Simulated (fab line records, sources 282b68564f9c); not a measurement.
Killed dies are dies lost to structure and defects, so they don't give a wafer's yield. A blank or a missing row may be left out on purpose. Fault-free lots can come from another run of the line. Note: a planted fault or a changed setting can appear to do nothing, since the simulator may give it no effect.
What tool caused it? -- flow rit_cmos -- 14 lots, 42 wafers sampled, at 1 step of a route of 202

WHAT THE GAUGES READ, wafer by wafer
No reading from a measuring or inspecting step in the record can be judged against a usual standard deviation.

EACH LOT AND THE TOOL THAT RAN IT (in order: tool; ch and the chambers of the sampled wafers; start)
lot,RIT_CONTACT_ETCH_11
L656,"rie_diel-03 ch 1,2, day 3 07:10"
L657,"rie_diel-01 ch 0,2,3, day 3 16:04"
L658,"rie_diel-02 ch 1,2,3, day 3 20:18"
L659,"rie_diel-03 ch 1,2, day 4 01:42"
L660,"rie_diel-01 ch 0,1,2, day 4 04:08"
L661,"rie_diel-03 ch 0,3, day 4 09:31"
L662,"rie_diel-01 ch 0,1,2, day 4 15:57"
L663,"rie_diel-03 ch 0,2,3, day 5 02:29"
L667,"rie_diel-02 ch 1,2,3, day 5 18:28"
L668,"rie_diel-01 ch 0,2,3, day 5 21:23"
L669,"rie_diel-01 ch 0,3, day 6 02:16"
L670,"rie_diel-02 ch 0,1,2, day 6 07:15"
L673,"rie_diel-02 ch 1,2,3, day 6 22:05"
L676,"rie_diel-03 ch 0,3, day 7 14:37"
- RIT_CONTACT_ETCH_11: etches SiO2 in CHF3/CF4/Ar, stops on TiSi2, target depth 480 nm, time 320 s.

AS READ BY THE TOOLS THEMSELVES (means over the sampled wafers that have a number; for cases with no such wafer, the mark the record gives instead)
RIT_CONTACT_ETCH_11.
lot,tool,drypump_motor_current_A (A),oes_product_au (a.u.),run_length_s (s),throttle_valve_pct (%)
L656,rie_diel-03,5.6,0.969,348.3,8.72
L657,rie_diel-01,5.8,1.002,348.3,8.97
L658,rie_diel-02,5.6,0.993,348.4,8.95
L659,rie_diel-03,5.6,0.968,348.0,8.72
L660,rie_diel-01,6.1,0.998,348.4,8.93
L661,rie_diel-03,5.8,0.991,348.2,8.85
L662,rie_diel-01,6.0,1.000,348.3,8.93
L663,rie_diel-03,5.8,0.990,347.8,8.83
L667,rie_diel-02,5.6,0.992,348.0,8.95
L668,rie_diel-01,5.8,1.002,367.6,8.97
L669,rie_diel-01,5.5,1.003,367.6,8.90
L670,rie_diel-02,5.9,0.981,348.3,8.96
L673,rie_diel-02,5.6,0.993,348.2,8.95
L676,rie_diel-03,5.8,0.995,347.9,8.84

THE ANSWER, worked out from the rows above alone
Rule: the lots themselves supply what counts as usual. The widest of any qualifying gaps counts: lots, ordered by their means at a reading, are off when they make up no more than a third of the lots, leave a main group of 4 or more, and stand apart from it by 3 or more times the standard deviation of that group's means. Not used: any main group whose means are identical at the precision the tables above print for the reading. Also off: a lot with no number at a reading for which 4 or more lots have one. The other lots that the step has rows for count as sound. The gauges are gone through in route order, then the tools' own readings, and for those a lot's mean is taken as printed above. At the first step where some lot is off, the reading lying furthest off is the one used; lots without a number count as furthest.
Off: L668, L669 (RIT_CONTACT_ETCH_11, run_length_s). The main group has a mean of 348.2 s with a standard deviation of 0.19.
A tool fits if, at that step or a process step before it, it ran every lot that is off, and no sound lot after the first of them. One fits: RIT_CONTACT_ETCH_11 on rie_diel-01. A fault onset in the window from L662 (day 4 15:57, its last sound lot) to L668 (day 5 21:23, its first lot off) fits.
On the lots that are off, the tool's own readings at RIT_CONTACT_ETCH_11 differ by more than 5 times the standard deviation of the sound lots' means, which bears it out; run_length_s reads 367.6 s there versus 348.2 s on the sound lots.

WHAT HAD BEEN PUT IN BY THE SIMULATOR
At RIT_CONTACT_ETCH_11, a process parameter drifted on rie_diel-01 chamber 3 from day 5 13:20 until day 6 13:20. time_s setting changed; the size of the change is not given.
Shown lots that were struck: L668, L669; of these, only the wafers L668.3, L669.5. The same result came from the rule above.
